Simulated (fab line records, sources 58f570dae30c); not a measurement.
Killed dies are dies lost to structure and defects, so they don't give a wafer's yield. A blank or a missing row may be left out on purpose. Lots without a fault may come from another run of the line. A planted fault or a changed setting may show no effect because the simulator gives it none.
Which tool did it? | flow berkeley_cmos170 | 14 lots, 42 wafers sampled, at 3 steps of a route of 331

WHAT THE GAUGES READ, wafer by wafer
UCB170_SDANNEAL_RS_MEAS_02: measures by four-point-probe. Usual: PSD_RS 75.5 ohm/sq, standard deviation 0.34.
lot  | measured     | on            | PSD_RS (ohm/sq) | flag
L116 | day 6 01:04  | film_metro-02 | 75.9 76.1 76.0  |
L118 | day 6 14:30  | film_metro-01 | 75.7 75.5 75.4  |
L117 | day 6 15:02  | film_metro-01 | 75.5 75.6 75.3  |
L119 | day 7 05:07  | film_metro-02 | 75.4 75.5 75.5  |
L121 | day 7 05:18  | film_metro-03 | 74.8 75.0 75.1  |
L122 | day 7 05:32  | film_metro-01 | 75.3 75.4 75.5  |
L120 | day 7 05:48  | film_metro-02 | 75.6 75.7 76.0  |
L124 | day 8 14:47  | film_metro-02 | 75.1 75.2 75.2  |
L126 | day 8 20:09  | film_metro-03 | 75.3 75.8 75.5  |
L127 | day 8 20:10  | film_metro-02 | 75.9 75.7 75.5  |
L129 | day 8 23:34  | film_metro-03 | 75.8 75.8 75.6  |
L135 | day 10 22:46 | film_metro-03 | 75.4 75.4 75.2  |
L137 | day 11 08:08 | film_metro-01 | 75.2 75.3 75.3  |
L139 | day 11 11:07 | film_metro-01 | 75.2 75.3 75.5  |

UCB170_M1_CD_MEAS_09: target cd 700 nm. Usual: cd_nm 699.6 nm, standard deviation 1.4.
lot  | measured     | on        | cd_nm (nm)        | flag
L116 | day 6 10:14  | cd_sem-02 | 700.2 700.1 700.2 |
L118 | day 6 23:26  | cd_sem-02 | 696.9 697.4 698.5 |
L117 | day 6 23:17  | cd_sem-02 | 698.1 698.0 698.8 |
L119 | day 7 12:02  | cd_sem-02 | 700.5 701.1 700.6 |
L121 | day 7 12:29  | cd_sem-02 | 697.8 699.1 696.4 |
L122 | day 7 12:43  | cd_sem-01 | 698.8 697.8 698.8 |
L120 | day 7 13:25  | cd_sem-01 | 701.0 700.9 701.9 |
L124 | day 8 22:46  | cd_sem-01 | 699.2 698.8 699.6 |
L126 | day 9 06:44  | cd_sem-02 | 699.9 700.0 701.1 |
L127 | day 9 04:55  | cd_sem-01 | 701.1 700.1 700.7 |
L129 | day 9 06:55  | cd_sem-02 | 702.4 701.5 701.3 |
L135 | day 11 10:59 | cd_sem-02 | 699.9 698.2 699.9 |
L137 | day 11 15:05 | cd_sem-01 | 702.9 702.2 700.7 |
L139 | day 11 17:57 | cd_sem-02 | 697.3 697.1 698.0 |

UCB170_V1_THK_MEAS_01. Usual: V1_TEOS_THK 1993 nm, standard deviation 24.
lot  | measured     | on            | V1_TEOS_THK (nm) | flag
L116 | day 6 12:20  | film_metro-04 | 1957 1964 1973   |
L118 | day 7 06:19  | film_metro-02 | 1990 1995 2000   |
L117 | day 7 06:20  | film_metro-01 | 1979 2033 2024   |
L119 | day 7 22:05  | film_metro-02 | 2007 2005 2002   |
L121 | day 7 22:03  | film_metro-01 | 1987 2019 2034   |
L122 | day 7 22:12  | film_metro-04 | 1989 2013 2006   |
L120 | day 7 22:13  | film_metro-02 | 1969 1997 2003   |
L124 | day 9 02:46  | film_metro-01 | 1960 1984 2004   |
L126 | day 9 10:08  | film_metro-01 | 1990 1980 2003   |
L127 | day 9 10:08  | film_metro-04 | 1975 2050 2017   |
L129 | day 9 10:10  | film_metro-02 | 1987 1985 1967   |
L135 | day 11 15:07 | film_metro-04 | 1969 1996 2017   |
L137 | day 11 20:50 | film_metro-04 | 1966 1980 1991   |
L139 | day 11 20:46 | film_metro-04 | 1944 1927 1978   |

WHICH TOOL RAN EACH LOT (tool, then ch and the chambers of the sampled wafers, then the start)
The record holds no process step before these readings.

WHAT THE TOOLS THEMSELVES READ (means of the sampled wafers that have a number; where no wafer has one, the mark that the record gives instead)
The record holds no such reading with a usual standard deviation.

THE ANSWER, worked out from the rows above alone
Rule: a lot is off if the mean of its wafers that have a number lies more than 3 standard deviations from the usual mean. A lot without any number at a reading at which 4 lots or more have one is off too. The other lots that the step has rows for count as sound. The gauges are gone through in route order, then the tools' own readings, and for those a lot's mean is taken as printed above. The first step at which some lot is off is used, and at that step the reading that is off furthest; a lot without a number counts as furthest.
No lot is off at any reading shown: from this, nothing can be told.

WHAT THE SIMULATOR HAD PUT IN
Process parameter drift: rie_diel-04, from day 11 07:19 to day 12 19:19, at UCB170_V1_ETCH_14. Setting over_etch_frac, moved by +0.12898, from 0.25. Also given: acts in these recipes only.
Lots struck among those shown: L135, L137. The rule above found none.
